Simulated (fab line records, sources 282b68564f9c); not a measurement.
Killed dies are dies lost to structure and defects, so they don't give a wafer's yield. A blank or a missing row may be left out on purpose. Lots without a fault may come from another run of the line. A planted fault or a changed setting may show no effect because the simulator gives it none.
fab line records | flow rit_cmos
record lots=14 wafers=42 last_day=7
route steps=202 shown PWELL@47
lots that met no fault: from a run of the same line without faults
start_h: hours from the record's first day to the start of the lot's first wafer shown | wait_h: hours since the lot's step before | " the same as in the row above | L1.1+2: a row that stands for several wafers | - no value, or no start given | * or withheld: withheld | < > ~ a bound
route shown NAME@n: a module of which the file shows steps, and the number in the route of the first | usual: mean/standard deviation of fault-free wafers | same: alike in all rows | chamber/n: place in a boat | sites: the reading at each site | _std_site: their standard deviation | _edge_site: outer sites' mean less inner sites' | radius_mm: how far each site lies from the wafer's centre | mask NAME#n: copy n | behind: the tool/chamber that last shaped the wafer | hold: why the lot was held/for how many hours/how that ended | device: the transistor (n, p or np) that didn't switch | end of line: the same wafers' tests at the end of the route | a step without rows: its recipe alone | killed: dies lost to structure and defects at the first sort, not the wafer's yield | map: a wafer's dies, x killed, . not, _ none there
set.NAME: the setting as run; set.NAME@STEP: as run at that earlier step | model.NAME: the simulator's own value behind a step, which no gauge read
steps of the route over a sample of lots; a table a step, a row a wafer
services: from which hour (start_h, from the record's first day; less than 0 if before it) a tool's chamber was out of use, for how many hours, and why
## steps
# step RIT_PWELL_IMPLANT_08
# recipe species=B energy_kev=171.1 dose_cm2=7e+13 tilt_deg=7
# usual dose_ions_cm2=7e+13/6.7e+10 faraday_current_uA=222/4.5
# columns lot.wafer tool chamber start_h wait_h dose_ions_cm2 faraday_current_uA
L200.3 implanter-02 0 22.80 0.2 6.997e+13 226
L200.4 " 0 " " 6.999e+13 223
L200.6 " 0 " " 7.005e+13 223
L201.2 implanter-02 0 28.86 0.2 7.001e+13 219
L201.3 " 0 " " 7.003e+13 222
L201.6 " 0 " " 7.002e+13 215
L202.1 implanter-03 0 36.38 0.2 7e+13 225
L202.4 " 0 " " 7.001e+13 225
L202.6 " 0 " " 6.998e+13 225
L204.4 implanter-03 0 47.67 0.2 6.981e+13 223
L204.5 " 0 " " 6.999e+13 224
L204.6 " 0 " " 6.989e+13 227
L205.2 implanter-04 0 50.29 0.2 6.998e+13 217
L205.5 " 0 " " 7.007e+13 223
L205.6 " 0 " " 7.003e+13 215
L206.1 implanter-04 0 53.76 0.2 7.008e+13 217
L206.4 " 0 " " 6.997e+13 219
L206.6 " 0 " " 7.005e+13 218
L207.3 implanter-04 0 58.74 0.2 9.936e+13 321
L207.5 " 0 " " 9.924e+13 321
L207.6 " 0 " " 9.946e+13 317
L208.2 implanter-04 0 68.51 0.2 9.945e+13 322
L208.3 " 0 " " 9.937e+13 318
L208.4 " 0 " " 9.946e+13 308
L209.1 implanter-02 0 72.56 0.2 6.991e+13 219
L209.2 " 0 " " 6.99e+13 226
L209.5 " 0 " " 7.001e+13 224
L215.1 implanter-02 0 99.71 0.2 6.996e+13 219
L215.2 " 0 " " 6.994e+13 226
L215.4 " 0 " " 7.006e+13 222
L220.1 implanter-03 0 123.79 0.2 6.991e+13 220
L220.2 " 0 " " 6.998e+13 215
L220.3 " 0 " " 7.005e+13 218
L221.1 implanter-04 0 129.11 0.2 6.998e+13 225
L221.4 " 0 " " 7.005e+13 224
L221.6 " 0 " " 7.007e+13 224
L222.1 implanter-02 0 136.79 0.2 7.004e+13 222
L222.3 " 0 " " 7.009e+13 223
L222.4 " 0 " " 7.015e+13 222
L223.1 implanter-04 0 139.82 0.2 6.997e+13 220
L223.3 " 0 " " 6.999e+13 227
L223.6 " 0 " " 7.002e+13 217
# step RIT_PWELL_TW_MEAS_10
# usual PWELL_TW=946/12
# columns lot.wafer tool chamber start_h wait_h PWELL_TW
L200.3 film_metro-04 - 23.09 0.1 958
L200.4 " - " " 953
L200.6 " - " " 953
L201.2 film_metro-01 - 29.17 0.1 929
L201.3 " - " " 931
L201.6 " - " " 928
L202.1 film_metro-02 - 36.70 0.1 950
L202.4 " - " " 954
L202.6 " - " " 949
L204.4 film_metro-02 - 47.95 0.1 949
L204.5 " - " " 958
L204.6 " - " " 954
L205.2 film_metro-04 - 50.60 0.1 959
L205.5 " - " " 953
L205.6 " - " " 954
L206.1 film_metro-04 - 54.09 0.1 954
L206.4 " - " " 950
L206.6 " - " " 954
L207.3 film_metro-04 - 59.04 0.1 1070
L207.5 " - " " 1073
L207.6 " - " " 1076
L208.2 film_metro-02 - 68.82 0.1 1074
L208.3 " - " " 1074
L208.4 " - " " 1068
L209.1 film_metro-01 - 72.88 0.1 930
L209.2 " - " " 935
L209.5 " - " " 931
L215.1 film_metro-01 - 100.04 0.1 928
L215.2 " - " " 929
L215.4 " - " " 930
L220.1 film_metro-02 - 124.11 0.1 952
L220.2 " - " " 947
L220.3 " - " " 949
L221.1 film_metro-01 - 129.44 0.1 928
L221.4 " - " " 929
L221.6 " - " " 932
L222.1 film_metro-04 - 137.12 0.1 958
L222.3 " - " " 959
L222.4 " - " " 952
L223.1 film_metro-04 - 140.14 0.1 961
L223.3 " - " " 957
L223.6 " - " " 958
# step RIT_WELLDRIVE_RS_MEAS_02
# recipe thk_meas_gauge=four-point-probe
# usual PWELL_RS=429.3/1.2
# columns lot.wafer tool chamber start_h wait_h PWELL_RS[ohm/sq]
L200.3 film_metro-01 - 28.54 0.1 428.1
L200.4 " - " " 428.0
L200.6 " - " " 430.0
L201.2 film_metro-01 - 35.39 0.1 430.5
L201.3 " - " " 430.1
L201.6 " - " " 429.4
L202.1 film_metro-01 - 42.01 0.1 430.2
L202.4 " - " " 427.2
L202.6 " - " " 429.5
L204.4 film_metro-04 - 53.39 0.1 428.5
L204.5 " - " " 427.8
L204.6 " - " " 429.2
L205.2 film_metro-04 - 57.12 0.1 427.5
L205.5 " - " " 428.9
L205.6 " - " " 429.4
L206.1 film_metro-04 - 60.96 0.1 428.2
L206.4 " - " " 430.1
L206.6 " - " " 429.9
L207.3 film_metro-02 - 66.11 0.1 345.1
L207.5 " - " " 345.0
L207.6 " - " " 345.5
L208.2 film_metro-02 - 74.13 0.1 343.7
L208.3 " - " " 343.5
L208.4 " - " " 345.0
L209.1 film_metro-01 - 79.76 0.1 429.3
L209.2 " - " " 428.9
L209.5 " - " " 431.7
L215.1 film_metro-01 - 105.30 0.1 430.1
L215.2 " - " " 429.7
L215.4 " - " " 429.9
L220.1 film_metro-01 - 131.05 0.1 428.5
L220.2 " - " " 427.9
L220.3 " - " " 427.8
L221.1 film_metro-01 - 135.93 0.1 427.4
L221.4 " - " " 428.3
L221.6 " - " " 428.4
L222.1 film_metro-02 - 143.18 0.1 427.7
L222.3 " - " " 428.7
L222.4 " - " " 428.1
L223.1 film_metro-01 - 146.05 0.1 429.7
L223.3 " - " " 429.5
L223.6 " - " " 429.3
## services
# columns tool chamber start_h hours kind
implanter-04 - 35.09 3.4 repair
implanter-03 - 57.50 1.7 repair
implanter-04 - 64.76 1.3 repair
implanter-03 - 65.47 4.7 pm
implanter-04 - 69.34 5.4 repair
implanter-03 - 70.16 3.2 pm
implanter-03 - 84.58 10.2 repair
implanter-04 - 94.46 5.6 pm
implanter-02 - 121.27 6.1 repair
implanter-04 - 123.43 2.4 repair
## key
first_sign step=RIT_PWELL_IMPLANT_08 reading=dose_ions_cm2 direction=up sigmas=99+ usual=7e+13 struck=9.939e+13
effect step=RIT_PWELL_IMPLANT_08 reading=faraday_current_uA direction=up sigmas=21 usual=222 struck=318
effect step=RIT_PWELL_TW_MEAS_10 reading=PWELL_TW direction=up sigmas=11 usual=946 struck=1072
effect step=RIT_WELLDRIVE_RS_MEAS_02 reading=PWELL_RS direction=down sigmas=73 usual=429.3 struck=344.6
met_at RIT_PWELL_IMPLANT_08
struck_lots L207,L208
tester_left_out L207,L208
onset_between 53.76 58.74
fault kind=process_parameter_drift tool=implanter-04 chamber=- onset_h=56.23 steps=RIT_PWELL_IMPLANT_08 channel=dose_cm2 offset=2.94e+13 shape=step end_h=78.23 acts_in=these_recipes_only stated=7e+13
# tester_left_out: of these lots the tester's yield and bins aren't shown, on N5 and GAA mostly nor the transistor test; their killed dies are dies lost to structure and defects alone, not to doping, threshold or leakage, so they don't give the yield
